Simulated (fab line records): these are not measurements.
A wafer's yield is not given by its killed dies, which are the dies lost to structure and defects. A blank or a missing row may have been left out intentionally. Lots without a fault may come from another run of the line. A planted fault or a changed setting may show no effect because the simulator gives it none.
The same fault as seen by 2 desks	flow berkeley_cmos170	what lay behind the numbers comes last; until then each desk has only its own

## METROLOGY DESK
What the gauges read for every lot (on any tool): the sampled wafers with a number, averaged. A lot is out of limits, marked OUT, if its mean lies more than 4 standard deviations from the usual mean; the brackets give that distance.
Columns: A = cd_nm at UCB170_M2_CD_MEAS_15, usual 700.1 nm; B = M3_AL_RS at UCB170_M3_RS_MEAS_02, usual 0.0322 ohm/sq; C = M3_AL_THK at UCB170_M3_THK_MEAS_03, usual 879 nm
lot	first seen here	A	B	C
L939	day 9 03:44	699.9	0.0322	875
L944	day 9 20:55	699.1	0.0323	874
L942	day 9 23:41	701.6	0.0323	872
L948	day 10 19:07	700.0	0.0326	866
L947	day 10 19:52	698.8	0.0329	864
L950	day 10 22:22	701.4	0.0316	895
L946	day 11 04:35	701.8	0.0323	874
L949	day 11 05:03	699.6	0.0324	875
L951	day 11 13:59	700.6	0.0318	890
L952	day 11 14:02	698.6	0.0320	881
L954	day 11 22:24	699.7	0.0324	868
L953	day 11 23:49	699.6	0.0316	897
L956	day 12 06:54	701.6	0.0304 (-4.5) OUT	934 (+4.6) OUT
L955	day 12 07:37	700.9	0.0329	864
L959	day 12 11:42	701.7	0.0316	888
This desk's result: L956 out of limits, first on L956 (M3_AL_RS at UCB170_M3_RS_MEAS_02), day 12 10:30. Within limits: L939, L944, L942, L948, L947, L950, L946, L949, L951, L952, L954, L953, L955, L959.

## THE TOOL OWNER'S DESK: pvd_sputter-02
The tool's own readings at UCB170_M3_SPUTTER_01 (material Al, target thk 900 nm, time 120 s): means of the sampled wafers that have a number, for each lot that ran on this tool. A lot is out of limits, marked OUT, if its mean lies more than 4 standard deviations from the usual mean; the brackets give that distance.
Columns: A = throttle_valve_pct at UCB170_M3_SPUTTER_01, usual 29.7 %
lot	first seen here	A
L939	day 9 06:50	29.9
L950	day 11 02:45	29.3
L951	day 11 17:10	30.4
L954	day 12 02:37	29.1
L953	day 12 04:34	29.9
L956	day 12 10:25	30.1
L959	day 12 15:20	30.2
This desk found nothing out of limits on any of the 7 lots.

## PUT TOGETHER
At day 12 10:30 the metrology desk could have sounded an alarm, on L956.
Nothing out of limits was seen by the tool owner's desk.
On record at the tool owner's desk: L956, within its limits.
The lots listed all ran UCB170_M3_SPUTTER_01 on pvd_sputter-02.

## WHAT THE SIMULATOR PUT IN
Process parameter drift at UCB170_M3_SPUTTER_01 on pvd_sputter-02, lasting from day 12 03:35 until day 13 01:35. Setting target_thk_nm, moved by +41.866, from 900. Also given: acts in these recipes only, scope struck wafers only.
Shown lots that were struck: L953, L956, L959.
Hours from the fault's start to each desk's first reading out of limits: the metrology desk, 7.
